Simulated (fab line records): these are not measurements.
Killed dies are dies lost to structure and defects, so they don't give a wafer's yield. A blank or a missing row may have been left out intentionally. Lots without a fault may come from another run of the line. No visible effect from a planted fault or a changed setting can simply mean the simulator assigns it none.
Split-lot trial -- flow berkeley_cmos170 -- 23 wafers read from 5 lots, route of 331 steps

## ON THE SPLIT
At UCB170_SACOX_OXIDATION_01 (target thk 14.4 nm, ox time 2400 s), the setting ox_time_s was moved away from the recipe's 2400 s on 20 of the 23 wafers read, by -9.4% to +13.0%. The other wafers ran this setting at the recipe's value.

The file shows no step between the split and the reading.

## THE READING
At UCB170_SACOX_THK_MEAS_02: SACOX_OXIDE_THK, given in nm. On this fab line, fault-free wafers typically give 14.40 nm with a standard deviation of 0.21 nm.

wafer,"tool, chamber at the split","ox_time_s as run, s",against the recipe,"SACOX_OXIDE_THK, nm",against lot-mates on the recipe
L075.1,"-, -",2224,-7.3%,13.83,no lot-mate on the recipe
L075.2,"-, -",2224,-7.3%,14.05,no lot-mate on the recipe
L075.3,"-, -",2224,-7.3%,13.61,no lot-mate on the recipe
L075.5,"-, -",2224,-7.3%,14.09,no lot-mate on the recipe
L075.6,"-, -",2224,-7.3%,14.00,no lot-mate on the recipe
L079.1,"-, -",2711,+13.0%,15.82,no lot-mate on the recipe
L079.2,"-, -",2711,+13.0%,15.84,no lot-mate on the recipe
L079.3,"-, -",2711,+13.0%,15.52,no lot-mate on the recipe
L079.5,"-, -",2711,+13.0%,15.66,no lot-mate on the recipe
L079.6,"-, -",2711,+13.0%,15.70,no lot-mate on the recipe
L080.1,"-, -",2175,-9.4%,13.62,no lot-mate on the recipe
L080.3,"-, -",2175,-9.4%,13.31,no lot-mate on the recipe
L080.4,"-, -",2175,-9.4%,13.54,no lot-mate on the recipe
L080.5,"-, -",2175,-9.4%,13.87,no lot-mate on the recipe
L080.6,"-, -",2175,-9.4%,13.63,no lot-mate on the recipe
L082.2,"furnace-04, 0",2400,recipe,14.48,-
L082.3,"furnace-04, 0",2400,recipe,14.56,-
L082.6,"furnace-04, 0",2400,recipe,14.48,-
L085.1,"-, -",2262,-5.8%,14.02,no lot-mate on the recipe
L085.2,"-, -",2262,-5.8%,14.05,no lot-mate on the recipe
L085.3,"-, -",2262,-5.8%,13.95,no lot-mate on the recipe
L085.4,"-, -",2262,-5.8%,13.84,no lot-mate on the recipe
L085.5,"-, -",2262,-5.8%,14.21,no lot-mate on the recipe

FIT RESULTS
A straight line over all 23 wafers: SACOX_OXIDE_THK changes by +0.0918 nm for each +1% of ox_time_s; r = +0.98; the points scatter about the line by 0.16 nm.
Too few moved wafers with a lot-mate on the recipe to fit a line net of each lot's own level.

## THE WHOLE CHAIN: every reading that the file lists as answering this split, in the file's order
step,what it does,reading,change (the file's fit),r (the file's)
UCB170_SACOX_OXIDATION_01,"target thk 14.4 nm, ox time 2400 s","SiO2_of_SACOX_OXIDATION_01.thk_nm (the simulator's own value, which no gauge read)",+0.0918 nm for each +1% of the setting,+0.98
UCB170_SACOX_THK_MEAS_02,,SACOX_OXIDE_THK,+0.0917 for each +1% of the setting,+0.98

## FILE'S OWN FIT
SACOX_OXIDE_THK changes by +0.0917 nm for each +1% of ox_time_s, r = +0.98.
